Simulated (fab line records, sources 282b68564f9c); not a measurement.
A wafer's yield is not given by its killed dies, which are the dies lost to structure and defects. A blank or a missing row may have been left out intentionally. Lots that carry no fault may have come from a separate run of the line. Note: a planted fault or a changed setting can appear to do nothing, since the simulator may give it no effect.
fab line records ; flow ritCmos ; part 1 of 2: steps 1 to 41 of 43
record: lots: 6; wafers: 18; lastDay: 7
route steps=202 shown SDANNEAL@155 PSD@157 NSD@158 PLDD@159 NLDD@160 SILICIDE@161 CONTACT@168 M1@184
lots that met no fault: taken from a fault-free run of the same line
startH: hours from the record's first day to the start of the lot's first wafer shown ; waitH: hours from the lot's prior step to this one ; " the same as in the row above ; L1.1+2: several wafers, shown together as one row ; - either no value or no given start ; * or withheld: withheld ; < > ~ a bound
route shown NAME@n: names a module that has steps shown in the file, with the first one's number in the route ; usual: mean/standard deviation taken from wafers without a fault ; same: alike in all rows ; chamber/n: place in a boat ; sites: the reading at each site ; _std_site: their standard deviation ; _edge_site: mean of outer sites minus mean of inner sites ; radiusMm: for every site, how far away it sits from the centre of the wafer ; mask NAME#n: copy n ; behind: the tool/chamber that last shaped the wafer ; hold: why the lot was held/for how many hours/how that ended ; device: transistor that didn't switch, given as n, p or np ; end of line: the tests these same wafers got at the end of their route ; a step with no rows: only its recipe ; killed: dies lost to structure and defects at the first sort, not the wafer's yield ; map: per-die view of a wafer (x killed, . not killed, _ where there is no die)
set.NAME: the run value of the setting; set.NAME@STEP: its run value at that earlier step ; model.NAME: the simulator's own value behind a step, which no gauge read
lots seen at some steps along the route; tables by step, rows by wafer
services: a tool's chamber out of use, with start hour (startH, from the record's first day; less than 0 if before it), hours out, and reason
== steps ==
step: RIT_SDANNEAL_CLEAN_02
recipe: chemistry: SC2; mix: 3:3:50; timeS: 600; tempC: 75; dry: n2Spin
step: RIT_SDANNEAL_RTA_03
recipe: tempC: 1050; timeS: 5; idleTempC: 600; rampUpCPerS: 342; rampDownCPerS: 171; coolToC: 600; ambient: N2
step: RIT_SDANNEAL_RS_MEAS_04
recipe: thkMeasGauge: four-point-probe
usual: PSD_RS: 115.9/0.36
lot.wafer;tool;chamber;startH;waitH;PSD_RS[ohm/sq]
L221.3;filmMetro-01;-;64.22;0.1;116.0
L221.4;filmMetro-01;-;64.22;0.1;116.0
L221.6;filmMetro-01;-;64.22;0.1;116.2
L229.1;filmMetro-01;-;110.18;0.0;116.0
L229.3;filmMetro-01;-;110.18;0.0;115.7
L229.5;filmMetro-01;-;110.18;0.0;116.0
L230.3;filmMetro-02;-;113.22;0.1;116.1
L230.4;filmMetro-02;-;113.22;0.1;115.6
L230.6;filmMetro-02;-;113.22;0.1;115.6
L231.1;filmMetro-03;-;118.88;0.0;115.8
L231.5;filmMetro-03;-;118.88;0.0;116.2
L231.6;filmMetro-03;-;118.88;0.0;116.0
L233.1;filmMetro-03;-;125.90;0.0;115.7
L233.2;filmMetro-03;-;125.90;0.0;116.1
L233.4;filmMetro-03;-;125.90;0.0;115.7
L241.1;filmMetro-02;-;164.82;0.0;115.7
L241.3;filmMetro-02;-;164.82;0.0;115.6
L241.5;filmMetro-02;-;164.82;0.0;115.6
step: RIT_SDANNEAL_RS_MEAS_05
recipe: thkMeasGauge: four-point-probe
usual: NSD_RS: 84.6/0.35
lot.wafer;tool;chamber;startH;waitH;NSD_RS[ohm/sq]
L221.3;filmMetro-01;-;64.34;0.1;84.9
L221.4;filmMetro-01;-;64.34;0.1;84.7
L221.6;filmMetro-01;-;64.34;0.1;84.9
L229.1;filmMetro-01;-;110.30;0.1;84.7
L229.3;filmMetro-01;-;110.30;0.1;84.7
L229.5;filmMetro-01;-;110.30;0.1;84.8
L230.3;filmMetro-02;-;113.34;0.1;84.6
L230.4;filmMetro-02;-;113.34;0.1;84.4
L230.6;filmMetro-02;-;113.34;0.1;84.3
L231.1;filmMetro-03;-;119.00;0.1;84.7
L231.5;filmMetro-03;-;119.00;0.1;84.6
L231.6;filmMetro-03;-;119.00;0.1;84.4
L233.1;filmMetro-03;-;126.02;0.1;84.4
L233.2;filmMetro-03;-;126.02;0.1;84.6
L233.4;filmMetro-03;-;126.02;0.1;84.7
L241.1;filmMetro-02;-;164.94;0.1;84.1
L241.3;filmMetro-02;-;164.94;0.1;84.2
L241.5;filmMetro-02;-;164.94;0.1;83.9
step: RIT_SDANNEAL_RS_MEAS_06
recipe: thkMeasGauge: four-point-probe
usual: PLDD_RS: 178.7/0.57
lot.wafer;tool;chamber;startH;waitH;PLDD_RS[ohm/sq]
L221.3;filmMetro-01;-;64.46;0.1;179.4
L221.4;filmMetro-01;-;64.46;0.1;179.1
L221.6;filmMetro-01;-;64.46;0.1;179.7
L229.1;filmMetro-01;-;110.42;0.1;178.7
L229.3;filmMetro-01;-;110.42;0.1;178.6
L229.5;filmMetro-01;-;110.42;0.1;178.4
L230.3;filmMetro-02;-;113.46;0.1;179.6
L230.4;filmMetro-02;-;113.46;0.1;179.4
L230.6;filmMetro-02;-;113.46;0.1;178.8
L231.1;filmMetro-03;-;119.12;0.1;178.1
L231.5;filmMetro-03;-;119.12;0.1;178.9
L231.6;filmMetro-03;-;119.12;0.1;178.1
L233.1;filmMetro-03;-;126.14;0.1;179.2
L233.2;filmMetro-03;-;126.14;0.1;179.3
L233.4;filmMetro-03;-;126.14;0.1;179.2
L241.1;filmMetro-02;-;165.06;0.1;178.0
L241.3;filmMetro-02;-;165.06;0.1;177.3
L241.5;filmMetro-02;-;165.06;0.1;177.9
step: RIT_SDANNEAL_RS_MEAS_07
recipe: thkMeasGauge: four-point-probe
usual: NLDD_RS: 150.3/0.55
lot.wafer;tool;chamber;startH;waitH;NLDD_RS[ohm/sq]
L221.3;filmMetro-01;-;64.58;0.1;150.8
L221.4;filmMetro-01;-;64.58;0.1;150.8
L221.6;filmMetro-01;-;64.58;0.1;150.8
L229.1;filmMetro-01;-;110.54;0.1;150.0
L229.3;filmMetro-01;-;110.54;0.1;149.8
L229.5;filmMetro-01;-;110.54;0.1;149.3
L230.3;filmMetro-02;-;113.58;0.1;150.8
L230.4;filmMetro-02;-;113.58;0.1;150.5
L230.6;filmMetro-02;-;113.58;0.1;150.3
L231.1;filmMetro-03;-;119.24;0.1;150.2
L231.5;filmMetro-03;-;119.24;0.1;150.6
L231.6;filmMetro-03;-;119.24;0.1;149.9
L233.1;filmMetro-03;-;126.26;0.1;150.9
L233.2;filmMetro-03;-;126.26;0.1;151.0
L233.4;filmMetro-03;-;126.26;0.1;151.3
L241.1;filmMetro-02;-;165.18;0.1;149.2
L241.3;filmMetro-02;-;165.18;0.1;150.3
L241.5;filmMetro-02;-;165.18;0.1;149.7
step: RIT_SILICIDE_WET_ETCH_00
recipe: chemistry: BOE; target: SiO2; targetDepthNm: 14; timeS: 14.28; dry: n2Spin; dilution: 10:1; tempC: 21.5
step: RIT_SILICIDE_SPUTTER_01
recipe: material: Ti; targetThkNm: 30; powerW: 350; chamberPressurePa: 0.667; gas: Ar; timeS: 240; substrateTempC: 25
step: RIT_SILICIDE_RS_MEAS_02
recipe: thkMeasGauge: four-point-probe; reads: Ti_of_SILICIDE_SPUTTER_01
usual: SILICIDE_TI_RS: 47.8/0.73
lot.wafer;tool;chamber;startH;waitH;SILICIDE_TI_RS[ohm/sq]
L221.3;filmMetro-04;-;64.86;0.1;47.3
L221.4;filmMetro-04;-;64.86;0.1;48.5
L221.6;filmMetro-04;-;64.86;0.1;47.5
L229.1;filmMetro-02;-;110.82;0.1;48.6
L229.3;filmMetro-02;-;110.82;0.1;48.1
L229.5;filmMetro-02;-;110.82;0.1;47.9
L230.3;filmMetro-02;-;113.86;0.1;48.1
L230.4;filmMetro-02;-;113.86;0.1;48.3
L230.6;filmMetro-02;-;113.86;0.1;48.0
L231.1;filmMetro-04;-;119.53;0.1;48.7
L231.5;filmMetro-04;-;119.53;0.1;47.7
L231.6;filmMetro-04;-;119.53;0.1;47.7
L233.1;filmMetro-04;-;126.54;0.1;49.8
L233.2;filmMetro-04;-;126.54;0.1;49.3
L233.4;filmMetro-04;-;126.54;0.1;48.4
L241.1;filmMetro-04;-;165.46;0.1;47.0
L241.3;filmMetro-04;-;165.46;0.1;47.9
L241.5;filmMetro-04;-;165.46;0.1;47.3
step: RIT_SILICIDE_THK_MEAS_03
recipe: thkMeasGauge: xrf; reads: Ti_of_SILICIDE_SPUTTER_01
usual: SILICIDE_TI_THK: 30.1/0.41
lot.wafer;tool;chamber;startH;waitH;SILICIDE_TI_THK[nm]
L221.3;filmMetro-04;-;64.96;0.1;30.5
L221.4;filmMetro-04;-;64.96;0.1;29.9
L221.6;filmMetro-04;-;64.96;0.1;30.4
L229.1;filmMetro-02;-;110.94;0.1;29.4
L229.3;filmMetro-02;-;110.94;0.1;29.6
L229.5;filmMetro-02;-;110.94;0.1;29.7
L230.3;filmMetro-02;-;113.96;0.1;29.7
L230.4;filmMetro-02;-;113.96;0.1;29.4
L230.6;filmMetro-02;-;113.96;0.1;29.8
L231.1;filmMetro-04;-;119.65;0.1;29.6
L231.5;filmMetro-04;-;119.65;0.1;30.2
L231.6;filmMetro-04;-;119.65;0.1;30.1
L233.1;filmMetro-04;-;126.66;0.1;29.3
L233.2;filmMetro-04;-;126.66;0.1;29.5
L233.4;filmMetro-04;-;126.66;0.1;29.9
L241.1;filmMetro-04;-;165.58;0.1;30.6
L241.3;filmMetro-04;-;165.58;0.1;30.2
L241.5;filmMetro-04;-;165.58;0.1;30.4
step: RIT_SILICIDE_RTA_04
recipe: tempC: 650; timeS: 10; idleTempC: 25; rampUpS: 5; rampDownS: 5; coolToC: 25; ambient: N2
step: RIT_SILICIDE_WET_ETCH_05
recipe: chemistry: SPM; target: Ti; tempC: 90; timeS: 120; dry: n2Spin
step: RIT_SILICIDE_RTA_06
recipe: tempC: 750; timeS: 10; idleTempC: 25; rampUpS: 5; rampDownS: 10; coolToC: 25; ambient: N2
usual: wafer_temp_C_max: 754.3/1.8
lot.wafer;tool;chamber;startH;waitH;wafer_temp_C_max
L221.3;rtpAnneal-02;0;65.15;0.0;752.5
L221.4;rtpAnneal-02;0;65.15;0.0;752.5
L221.6;rtpAnneal-02;0;65.15;0.0;753.2
L229.1;rtpAnneal-02;0;111.11;0.0;752.4
L229.3;rtpAnneal-02;0;111.11;0.0;752.7
L229.5;rtpAnneal-02;0;111.11;0.0;752.4
L230.3;rtpAnneal-01;0;114.13;0.0;757.1
L230.4;rtpAnneal-01;0;114.13;0.0;756.1
L230.6;rtpAnneal-01;0;114.13;0.0;754.9
L231.1;rtpAnneal-02;0;119.81;0.0;751.8
L231.5;rtpAnneal-02;0;119.81;0.0;752.6
L231.6;rtpAnneal-02;0;119.81;0.0;752.3
L233.1;rtpAnneal-02;0;126.83;0.0;752.2
L233.2;rtpAnneal-02;0;126.83;0.0;752.6
L233.4;rtpAnneal-02;0;126.83;0.0;752.5
L241.1;rtpAnneal-01;0;165.82;0.0;756.2
L241.3;rtpAnneal-01;0;165.82;0.0;757.1
L241.5;rtpAnneal-01;0;165.82;0.0;755.0
step: RIT_CONTACT_CVD_00
recipe: material: SiO2; targetThkNm: 400; precursor: TEOS; tempC: 390; timeS: 59.47; rfW: 400
usual: heaterPowerW: 310/51
lot.wafer;tool;chamber;startH;waitH;heaterPowerW
L221.3;pecvd-04;0;65.24;0.1;279
L221.4;pecvd-04;2;65.24;0.1;304
L221.6;pecvd-04;0;65.24;0.1;286
L229.1;pecvd-01;1;111.18;0.1;237
L229.3;pecvd-01;2;111.18;0.1;329
L229.5;pecvd-01;1;111.18;0.1;249
L230.3;pecvd-04;0;114.18;0.0;276
L230.4;pecvd-04;2;114.18;0.0;324
L230.6;pecvd-04;1;114.18;0.0;333
L231.1;pecvd-03;0;119.88;0.1;351
L231.5;pecvd-03;2;119.88;0.1;331
L231.6;pecvd-03;1;119.88;0.1;426
L233.1;pecvd-04;1;126.89;0.1;329
L233.2;pecvd-04;0;126.89;0.1;284
L233.4;pecvd-04;1;126.89;0.1;338
L241.1;pecvd-01;1;165.88;0.1;309
L241.3;pecvd-01;2;165.88;0.1;298
L241.5;pecvd-01;1;165.88;0.1;220
step: RIT_CONTACT_THK_MEAS_01
recipe: reads: SiO2_of_CONTACT_CVD_00
usual: CONTACT_TEOS_THK: 387/6.2
lot.wafer;tool;chamber;startH;waitH;CONTACT_TEOS_THK[nm]
L221.3;filmMetro-04;-;65.31;0.0;384
L221.4;filmMetro-04;-;65.31;0.0;390
L221.6;filmMetro-04;-;65.31;0.0;388
L229.1;filmMetro-04;-;111.23;0.0;383
L229.3;filmMetro-04;-;111.23;0.0;385
L229.5;filmMetro-04;-;111.23;0.0;393
L230.3;filmMetro-03;-;114.25;0.0;390
L230.4;filmMetro-03;-;114.25;0.0;396
L230.6;filmMetro-03;-;114.25;0.0;395
L231.1;filmMetro-03;-;119.93;0.0;383
L231.5;filmMetro-03;-;119.93;0.0;379
L231.6;filmMetro-03;-;119.93;0.0;388
L233.1;filmMetro-03;-;126.94;0.0;380
L233.2;filmMetro-03;-;126.94;0.0;378
L233.4;filmMetro-03;-;126.94;0.0;385
L241.1;filmMetro-03;-;165.94;0.0;391
L241.3;filmMetro-03;-;165.94;0.0;387
L241.5;filmMetro-03;-;165.94;0.0;392
step: RIT_CONTACT_HMDS_02
recipe: primeTimeS: 60; primeTempC: 140
step: RIT_CONTACT_COAT_03
recipe: resist: NOVOLAK; spinRpm: 3250; resistThkNm: 1000
step: RIT_CONTACT_SOFTBAKE_04
recipe: resist: NOVOLAK; tempC: 90; timeS: 60
step: RIT_CONTACT_EXPOSE_05
recipe: maskId: M11; na: 0.6; sourceShape: conventional; sigmaOuter: 0.5; targetCdNm: 1000; doseMj: 250
step: RIT_CONTACT_PEB_06
recipe: resist: NOVOLAK; tempC: withheld; timeS: withheld
step: RIT_CONTACT_DEVELOP_07
recipe: resist: NOVOLAK; developTimeS: 120; devTempC: 23
step: RIT_CONTACT_CD_MEAS_08
recipe: targetCdNm: 1000
usual: cdNm: 999.9/2.3
lot.wafer;tool;chamber;startH;waitH;cdNm
L221.3;cdSem-01;-;66.66;-;998.6
L221.4;cdSem-01;-;66.66;-;1000.9
L221.6;cdSem-01;-;66.66;-;1002.0
L229.1;cdSem-02;-;112.69;-;998.1
L229.3;cdSem-02;-;112.69;-;999.7
L229.5;cdSem-02;-;112.69;-;1002.2
L230.3;cdSem-02;-;115.29;-;997.9
L230.4;cdSem-02;-;115.29;-;998.9
L230.6;cdSem-02;-;115.29;-;997.7
L231.1;cdSem-01;-;121.08;-;996.8
L231.5;cdSem-01;-;121.08;-;996.1
L231.6;cdSem-01;-;121.08;-;995.4
L233.1;cdSem-01;-;127.97;-;1002.8
L233.2;cdSem-01;-;127.97;-;1001.1
L233.4;cdSem-01;-;127.97;-;1000.6
L241.1;cdSem-01;-;166.96;-;999.0
L241.3;cdSem-01;-;166.96;-;1000.2
L241.5;cdSem-01;-;166.96;-;1003.1
step: RIT_CONTACT_OVL_MEAS_09
usual: CONTACT_OVL: -0.2/1.4
lot.wafer;tool;chamber;startH;waitH;CONTACT_OVL[nm]
L221.3;overlay-02;-;66.75;0.1;-1.4
L221.4;overlay-02;-;66.75;0.1;-0.9
L221.6;overlay-02;-;66.75;0.1;-1.1
L229.1;overlay-02;-;112.81;0.1;-0.1
L229.3;overlay-02;-;112.81;0.1;-1.1
L229.5;overlay-02;-;112.81;0.1;0.4
L230.3;overlay-01;-;115.38;0.1;-2.4
L230.4;overlay-01;-;115.38;0.1;-1.5
L230.6;overlay-01;-;115.38;0.1;-2.0
L231.1;overlay-02;-;121.20;0.1;0.2
L231.5;overlay-02;-;121.20;0.1;1.4
L231.6;overlay-02;-;121.20;0.1;0.3
L233.1;overlay-01;-;128.09;0.1;0.3
L233.2;overlay-01;-;128.09;0.1;1.2
L233.4;overlay-01;-;128.09;0.1;0.4
L241.1;overlay-02;-;167.08;0.1;-0.7
L241.3;overlay-02;-;167.08;0.1;1.2
L241.5;overlay-02;-;167.08;0.1;1.4
step: RIT_CONTACT_HARDBAKE_10
recipe: resist: NOVOLAK; tempC: 140; timeS: 60
step: RIT_CONTACT_ETCH_11
recipe: targetDepthA: 4800; overEtchFrac: 0.2; stopOn: TiSi2; chemistry: CHF3/CF4/Ar; target: SiO2; CHF3_flow_sccm: 50; cf4FlowSccm: 10; Ar_flow_sccm: 100; O2_flow_sccm: 5; pressureMtorr: 100; rfW: 200; timeS: 320
usual: drypumpMotorCurrentA: 5.8/0.45; oesProductAu: 0.980/0.013; throttleValvePct: 8.86/0.11
lot.wafer;tool;chamber;startH;waitH;drypumpMotorCurrentA;oesProductAu;rfHoursCounterH;throttleValvePct
L221.3;rieDiel-02;2;66.92;0.1;5.4;0.994;2;8.90
L221.4;rieDiel-02;0;66.92;0.1;5.7;0.979;132;8.86
L221.6;rieDiel-02;1;66.92;0.1;6.1;0.967;-;8.80
L229.1;rieDiel-01;0;112.99;0.1;6.4;0.969;67;8.87
L229.3;rieDiel-01;3;112.99;0.1;6.1;0.962;69;8.62
L229.5;rieDiel-01;0;112.99;0.1;6.4;0.967;-;8.84
L230.3;rieDiel-03;3;115.56;0.1;6.4;0.963;112;8.93
L230.4;rieDiel-03;2;115.56;0.1;5.3;0.992;59;8.83
L230.6;rieDiel-03;1;115.56;0.1;5.2;0.988;-;9.06
L231.1;rieDiel-02;1;121.39;0.1;6.1;0.976;6;8.77
L231.5;rieDiel-02;1;121.39;0.1;6.1;0.970;-;8.79
L231.6;rieDiel-02;2;121.39;0.1;5.3;0.997;-;8.90
L233.1;rieDiel-01;1;128.28;0.1;5.7;0.985;154;8.87
L233.2;rieDiel-01;2;128.28;0.1;5.4;1.005;4;8.87
L233.4;rieDiel-01;3;128.28;0.1;6.1;0.962;69;8.62
L241.1;rieDiel-02;1;167.27;0.1;6.1;0.975;7;8.79
L241.3;rieDiel-02;3;167.27;0.1;5.5;0.980;5;8.90
L241.5;rieDiel-02;1;167.27;0.1;6.1;0.968;-;8.78
step: RIT_CONTACT_STRIP_12
recipe: chemistry: O2; timeS: 180; resist: NOVOLAK; platenTempC: withheld; powerW: 500; pressureMtorr: 4000; o2FlowSccm: 4000
usual: drypumpMotorCurrentA: 5.5/0.52
lot.wafer;tool;chamber;startH;waitH;drypumpMotorCurrentA;rfHoursCounterH
L221.3;plasmaAsher-01;1;67.17;0.2;5.8;-
L221.4;plasmaAsher-01;0;67.17;0.2;4.8;-
L221.6;plasmaAsher-01;1;67.17;0.2;5.8;-
L229.1;plasmaAsher-01;1;113.19;0.1;5.7;48
L229.3;plasmaAsher-01;1;113.19;0.1;5.7;-
L229.5;plasmaAsher-01;1;113.19;0.1;5.8;-
L230.3;plasmaAsher-03;0;115.81;0.2;5.0;-
L230.4;plasmaAsher-03;1;115.81;0.2;6.1;-
L230.6;plasmaAsher-03;1;115.81;0.2;6.1;-
L231.1;plasmaAsher-01;1;121.58;0.1;5.7;50
L231.5;plasmaAsher-01;0;121.58;0.1;4.9;-
L231.6;plasmaAsher-01;1;121.58;0.1;5.8;-
L233.1;plasmaAsher-02;0;128.47;0.1;5.2;1
L233.2;plasmaAsher-02;1;128.47;0.1;6.2;1
L233.4;plasmaAsher-02;0;128.47;0.1;5.2;-
L241.1;plasmaAsher-02;0;167.46;0.1;5.2;5
L241.3;plasmaAsher-02;0;167.46;0.1;5.2;-
L241.5;plasmaAsher-02;1;167.46;0.1;6.2;-
step: RIT_CONTACT_CD_MEAS_90
recipe: targetCdNm: 1000
usual: cdNm: 999.8/2.4
lot.wafer;tool;chamber;startH;waitH;cdNm
L221.3;cdSem-01;-;67.33;0.1;998.7
L221.4;cdSem-01;-;67.33;0.1;1000.4
L221.6;cdSem-01;-;67.33;0.1;1001.9
L229.1;cdSem-02;-;113.36;0.1;998.8
L229.3;cdSem-02;-;113.36;0.1;999.5
L229.5;cdSem-02;-;113.36;0.1;1002.8
L230.3;cdSem-02;-;115.97;0.1;997.9
L230.4;cdSem-02;-;115.97;0.1;998.5
L230.6;cdSem-02;-;115.97;0.1;997.2
L231.1;cdSem-02;-;121.76;0.1;996.4
L231.5;cdSem-02;-;121.76;0.1;995.8
L231.6;cdSem-02;-;121.76;0.1;995.9
L233.1;cdSem-02;-;128.65;0.1;1002.4
L233.2;cdSem-02;-;128.65;0.1;1000.7
L233.4;cdSem-02;-;128.65;0.1;1000.7
L241.1;cdSem-02;-;167.64;0.1;998.8
L241.3;cdSem-02;-;167.64;0.1;1000.2
L241.5;cdSem-02;-;167.64;0.1;1003.0
step: RIT_CONTACT_CLEAN_13
recipe: chemistry: SC1; mix: 3:3:50; timeS: 600; tempC: 75
step: RIT_CONTACT_CLEAN_14
recipe: chemistry: SC2; mix: 3:3:50; timeS: 600; tempC: 75; dry: n2Spin
step: RIT_M1_SPUTTER_00
recipe: material: Al; targetThkNm: 400; powerW: 2000; chamberPressurePa: 0.4; gas: Ar; timeS: 500; substrateTempC: 25
usual: substrateTempC: 24.99/0.1; throttleValvePct: 30.3/0.96
lot.wafer;tool;chamber;startH;waitH;substrateTempC;throttleValvePct
L221.3;pvdSputter-04;-;67.76;0.0;24.97;30.2
L221.4;pvdSputter-04;-;67.76;0.0;25.02;29.5
L221.6;pvdSputter-04;-;67.76;0.0;24.96;30.6
L229.1;pvdSputter-03;-;113.83;0.0;25.04;29.4
L229.3;pvdSputter-03;-;113.83;0.0;25.07;30.3
L229.5;pvdSputter-03;-;113.83;0.0;25.00;29.2
L230.3;pvdSputter-02;-;116.40;0.0;25.17;29.4
L230.4;pvdSputter-02;-;116.40;0.0;24.93;30.5
L230.6;pvdSputter-02;-;116.40;0.0;25.01;29.8
L231.1;pvdSputter-02;-;122.24;0.0;25.02;29.3
L231.5;pvdSputter-02;-;122.24;0.0;24.97;29.2
L231.6;pvdSputter-02;-;122.24;0.0;25.06;30.0
L233.1;pvdSputter-04;-;129.12;0.0;25.09;30.3
L233.2;pvdSputter-04;-;129.12;0.0;25.02;29.5
L233.4;pvdSputter-04;-;129.12;0.0;24.88;29.6
L241.1;pvdSputter-03;-;168.11;0.0;24.96;31.9
L241.3;pvdSputter-03;-;168.11;0.0;25.29;31.1
L241.5;pvdSputter-03;-;168.11;0.0;25.08;29.3
step: RIT_M1_RS_MEAS_01
recipe: thkMeasGauge: four-point-probe; reads: Al_of_M1_SPUTTER_00
usual: M1_AL_RS: 0.0737/0.00093
lot.wafer;tool;chamber;startH;waitH;M1_AL_RS[ohm/sq]
L221.3;filmMetro-01;-;68.10;0.2;0.0730
L221.4;filmMetro-01;-;68.10;0.2;0.0734
L221.6;filmMetro-01;-;68.10;0.2;0.0735
L229.1;filmMetro-01;-;114.12;0.1;0.0743
L229.3;filmMetro-01;-;114.12;0.1;0.0745
L229.5;filmMetro-01;-;114.12;0.1;0.0746
L230.3;filmMetro-01;-;116.73;0.2;0.0746
L230.4;filmMetro-01;-;116.73;0.2;0.0735
L230.6;filmMetro-01;-;116.73;0.2;0.0740
L231.1;filmMetro-03;-;122.54;0.1;0.0746
L231.5;filmMetro-03;-;122.54;0.1;0.0747
L231.6;filmMetro-03;-;122.54;0.1;0.0749
L233.1;filmMetro-03;-;129.41;0.1;0.0742
L233.2;filmMetro-03;-;129.41;0.1;0.0730
L233.4;filmMetro-03;-;129.41;0.1;0.0743
L241.1;filmMetro-02;-;168.40;0.1;0.0728
L241.3;filmMetro-02;-;168.40;0.1;0.0745
L241.5;filmMetro-02;-;168.40;0.1;0.0745
step: RIT_M1_THK_MEAS_02
recipe: thkMeasGauge: xrf; reads: Al_of_M1_SPUTTER_00
usual: M1_AL_THK: 399/5.2
lot.wafer;tool;chamber;startH;waitH;M1_AL_THK[nm]
L221.3;filmMetro-01;-;68.20;0.1;403
L221.4;filmMetro-01;-;68.20;0.1;400
L221.6;filmMetro-01;-;68.20;0.1;397
L229.1;filmMetro-01;-;114.24;0.1;394
L229.3;filmMetro-01;-;114.24;0.1;394
L229.5;filmMetro-01;-;114.24;0.1;394
L230.3;filmMetro-01;-;116.83;0.1;397
L230.4;filmMetro-01;-;116.83;0.1;400
L230.6;filmMetro-01;-;116.83;0.1;397
L231.1;filmMetro-03;-;122.66;0.1;392
L231.5;filmMetro-03;-;122.66;0.1;392
L231.6;filmMetro-03;-;122.66;0.1;395
L233.1;filmMetro-03;-;129.53;0.1;396
L233.2;filmMetro-03;-;129.53;0.1;404
L233.4;filmMetro-03;-;129.53;0.1;395
L241.1;filmMetro-02;-;168.52;0.1;398
L241.3;filmMetro-02;-;168.52;0.1;391
L241.5;filmMetro-02;-;168.52;0.1;389
step: RIT_M1_HMDS_03
recipe: primeTimeS: 60; primeTempC: 140
step: RIT_M1_COAT_04
recipe: resist: NOVOLAK; spinRpm: 2000; resistThkNm: 1300
step: RIT_M1_SOFTBAKE_05
recipe: resist: NOVOLAK; tempC: 90; timeS: 60
step: RIT_M1_EXPOSE_06
recipe: maskId: M12; na: 0.6; sourceShape: conventional; sigmaOuter: 0.5; targetCdNm: 2600; doseMj: 246.5
step: RIT_M1_PEB_07
recipe: resist: NOVOLAK; tempC: withheld; timeS: withheld
step: RIT_M1_DEVELOP_08
recipe: resist: NOVOLAK; developTimeS: 64.68; devTempC: 23
step: RIT_M1_CD_MEAS_09
recipe: targetCdNm: 2600
usual: cdNm: 2600.1/2.2
lot.wafer;tool;chamber;startH;waitH;cdNm
L221.3;cdSem-02;-;69.28;-;2597.1
L221.4;cdSem-02;-;69.28;-;2597.3
L221.6;cdSem-02;-;69.28;-;2597.4
L229.1;cdSem-01;-;115.31;-;2600.5
L229.3;cdSem-01;-;115.31;-;2599.6
L229.5;cdSem-01;-;115.31;-;2600.2
L230.3;cdSem-02;-;118.05;-;2599.4
L230.4;cdSem-02;-;118.05;-;2597.7
L230.6;cdSem-02;-;118.05;-;2600.0
L231.1;cdSem-01;-;123.75;-;2602.5
L231.5;cdSem-01;-;123.75;-;2601.3
L231.6;cdSem-01;-;123.75;-;2603.5
L233.1;cdSem-01;-;130.60;-;2602.8
L233.2;cdSem-01;-;130.60;-;2604.1
L233.4;cdSem-01;-;130.60;-;2605.3
L241.1;cdSem-02;-;169.59;-;2598.4
L241.3;cdSem-02;-;169.59;-;2597.3
L241.5;cdSem-02;-;169.59;-;2599.3
step: RIT_M1_OVL_MEAS_10
usual: M1_OVL: -0.6/1.3
lot.wafer;tool;chamber;startH;waitH;M1_OVL[nm]
L221.3;overlay-02;-;69.37;0.1;-0.5
L221.4;overlay-02;-;69.37;0.1;0.2
L221.6;overlay-02;-;69.37;0.1;1.0
L229.1;overlay-02;-;115.43;0.1;0.0
L229.3;overlay-02;-;115.43;0.1;-0.7
L229.5;overlay-02;-;115.43;0.1;0.3
L230.3;overlay-01;-;118.14;0.1;1.4
L230.4;overlay-01;-;118.14;0.1;-0.3
L230.6;overlay-01;-;118.14;0.1;0.9
L231.1;overlay-02;-;123.87;0.1;0.7
L231.5;overlay-02;-;123.87;0.1;-0.3
L231.6;overlay-02;-;123.87;0.1;-1.2
L233.1;overlay-01;-;130.72;0.1;-3.0
L233.2;overlay-01;-;130.72;0.1;0.3
L233.4;overlay-01;-;130.72;0.1;0.8
L241.1;overlay-01;-;169.71;0.1;-0.9
L241.3;overlay-01;-;169.71;0.1;0.3
L241.5;overlay-01;-;169.71;0.1;-2.2
step: RIT_M1_HARDBAKE_11
recipe: resist: NOVOLAK; tempC: 140; timeS: 120
